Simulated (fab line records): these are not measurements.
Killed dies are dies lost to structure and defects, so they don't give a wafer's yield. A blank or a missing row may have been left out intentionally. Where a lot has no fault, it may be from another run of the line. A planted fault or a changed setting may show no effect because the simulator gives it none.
The tool behind it: which one? | flow berkeleyCmos170 | Sampling: 7 lots, 21 wafers, 2 of 331 route steps

WHAT THE GAUGES SHOWED, per wafer
UCB170_M2_OVL_MEAS_16.
lot  | measured     | on         | M2_OVL (nm)
L327 | day 7 11:22  | overlay-02 | -4 -2 -2
L328 | day 8 03:25  | overlay-02 | 4 0 2
L331 | day 8 03:59  | overlay-02 | 1 2 2
L334 | day 9 08:05  | overlay-02 | 4 -1 1
L340 | day 10 13:54 | overlay-01 | 4 -2 4
L344 | day 11 19:58 | overlay-01 | 6 5 9
L347 | day 12 04:50 | overlay-02 | 12 13 13

EACH LOT AND THE TOOL THAT RAN IT (in order: tool; ch and the chambers of the sampled wafers; start)
lot  | UCB170_SILICIDE_RTA_04
L327 | rtpAnneal-01 ch 0, day 6 15:16
L328 | rtpAnneal-01 ch 0, day 7 05:51
L331 | rtpAnneal-01 ch 0, day 7 06:18
L334 | rtpAnneal-02 ch 0, day 8 15:17
L340 | rtpAnneal-02 ch 0, day 9 17:55
L344 | rtpAnneal-01 ch 0, day 10 23:31
L347 | rtpAnneal-02 ch 0, day 11 08:54
- UCB170_SILICIDE_RTA_04: time 15 s.

THE ANSWER, worked out from the rows above alone
Rule: what is usual is taken from the lots themselves. Put in order of their means at a reading, lots are off if they are a third of the lots or fewer, leave a main group of 4 or more, and stand apart from it by a gap of 3 or more times the standard deviation of the main group's means; of several such gaps the widest counts. A main group is skipped when, at the precision printed for the reading in the tables above, its means are all equal. Also off: a lot with no number at a reading for which 4 or more lots have one. Where the step has rows for the other lots, those lots are counted as sound.
No lot is off on any of the readings shown, so nothing can be concluded from this.

WHAT WAS PUT IN BY THE SIMULATOR
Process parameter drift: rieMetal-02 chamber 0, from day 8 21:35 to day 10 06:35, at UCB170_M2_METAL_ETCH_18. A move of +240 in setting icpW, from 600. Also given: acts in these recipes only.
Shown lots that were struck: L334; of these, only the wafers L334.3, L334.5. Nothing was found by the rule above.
